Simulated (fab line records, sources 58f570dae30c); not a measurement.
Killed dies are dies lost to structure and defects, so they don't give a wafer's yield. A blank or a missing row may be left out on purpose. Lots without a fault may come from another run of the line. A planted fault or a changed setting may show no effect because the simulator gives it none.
Split-lot experiment | flow berkeley_cmos170 | 5 lots, 23 wafers read, on a route of 331 steps

THE SPLIT
At UCB170_BACKSIDE_STRIP_03 (strips in O2), the setting power_w was moved away from the recipe's 400 W on 10 of the 23 wafers read, by +4.2% to +11.7%. The other wafers ran this setting at the recipe's value.

The reading is taken at the split's own step.

THE READING
oes_product_au, in a.u., at UCB170_BACKSIDE_STRIP_03 (strips in O2). Fault-free wafers of this fab line usually give 0.735 a.u., standard deviation 0.005 a.u..

wafer  | tool, chamber at the split | power_w as run, W | against the recipe | oes_product_au, a.u. | against lot-mates on the recipe
L078.1 | plasma_asher-01, 1         | 434.7             | +8.7%              | 0.766                | +0.030
L078.2 | plasma_asher-01, 0         | 434.7             | +8.7%              | 0.764                | +0.028
L078.3 | plasma_asher-01, 0         | 400               | recipe             | 0.741                | -
L078.4 | plasma_asher-01, 1         | 434.7             | +8.7%              | 0.767                | +0.031
L078.6 | plasma_asher-01, 0         | 400               | recipe             | 0.731                | -
L079.2 | plasma_asher-01, 0         | 400               | recipe             | 0.744                | -
L079.3 | plasma_asher-01, 1         | 400               | recipe             | 0.735                | -
L079.6 | plasma_asher-01, 1         | 400               | recipe             | 0.743                | -
L081.1 | plasma_asher-01, 1         | 442.4             | +10.6%             | 0.768                | +0.034
L081.2 | plasma_asher-01, 0         | 400               | recipe             | 0.728                | -
L081.3 | plasma_asher-01, 1         | 442.4             | +10.6%             | 0.770                | +0.036
L081.5 | plasma_asher-01, 0         | 400               | recipe             | 0.738                | -
L081.6 | plasma_asher-01, 1         | 400               | recipe             | 0.736                | -
L084.1 | plasma_asher-04, 0         | 416.8             | +4.2%              | 0.755                | +0.019
L084.2 | plasma_asher-04, 1         | 416.8             | +4.2%              | 0.750                | +0.014
L084.4 | plasma_asher-04, 1         | 400               | recipe             | 0.733                | -
L084.5 | plasma_asher-04, 1         | 400               | recipe             | 0.741                | -
L084.6 | plasma_asher-04, 0         | 400               | recipe             | 0.735                | -
L085.1 | plasma_asher-04, 1         | 446.7             | +11.7%             | 0.778                | +0.038
L085.2 | plasma_asher-04, 0         | 446.7             | +11.7%             | 0.782                | +0.042
L085.3 | plasma_asher-04, 1         | 400               | recipe             | 0.731                | -
L085.4 | plasma_asher-04, 0         | 400               | recipe             | 0.750                | -
L085.6 | plasma_asher-04, 0         | 446.7             | +11.7%             | 0.775                | +0.035

THE FIT
A straight line over all 23 wafers: oes_product_au changes by +0.00331 a.u. for each +1% of power_w; r = +0.96; the points scatter about the line by 0.0051 a.u..
The same after taking each lot's own level away (the mean of its wafers on the recipe; 23 wafers): +0.0033 a.u. for each +1%; r = +0.97; scatter 0.0045 a.u..
On that fit, the largest move of power_w shifts the reading by 0.039 a.u..
The lots' own levels span 0.7340 to 0.7407 a.u., that is 1.3 times the standard deviation above.
So the lot-to-lot level changes the slope little: the two slopes agree.
Check: with one of the wafers moved furthest among these (+11.7%) left out of the fit, the line predicts +0.039 a.u. for it against its lot-mates. It came out at +0.0375 a.u. against them.
Tool readings at the split's step, against how far the setting was moved: oes_product_au r = +0.96; strip_time_to_endpoint_s r = -0.99.

OTHER SPLITS ON THESE WAFERS
These wafers also went through other splits before the reading. Each is held against what the fit with the lots' levels taken away leaves over:
other split on the same wafers   | wafers away from the commonest value | r with oes_product_au (lot level and that fit taken away)
UCB170_PSD_IMPLANT_08 dose_cm2   | 7                                    | -0.11
UCB170_NSD_IMPLANT_08 energy_kev | 11                                   | +0.25

THE WHOLE CHAIN: every reading that the file lists as answering this split, in the file's order
step                     | what it does | reading                  | change (the file's fit)                   | r (the file's)
UCB170_BACKSIDE_STRIP_03 | strips in O2 | oes_product_au           | +0.00332 a.u. for each +1% of the setting | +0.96
UCB170_BACKSIDE_STRIP_03 | strips in O2 | strip_time_to_endpoint_s | withheld for each +1% of the setting      | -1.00

THE FILE'S OWN FIT
oes_product_au changes by +0.00332 a.u. for each +1% of power_w, r = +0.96.
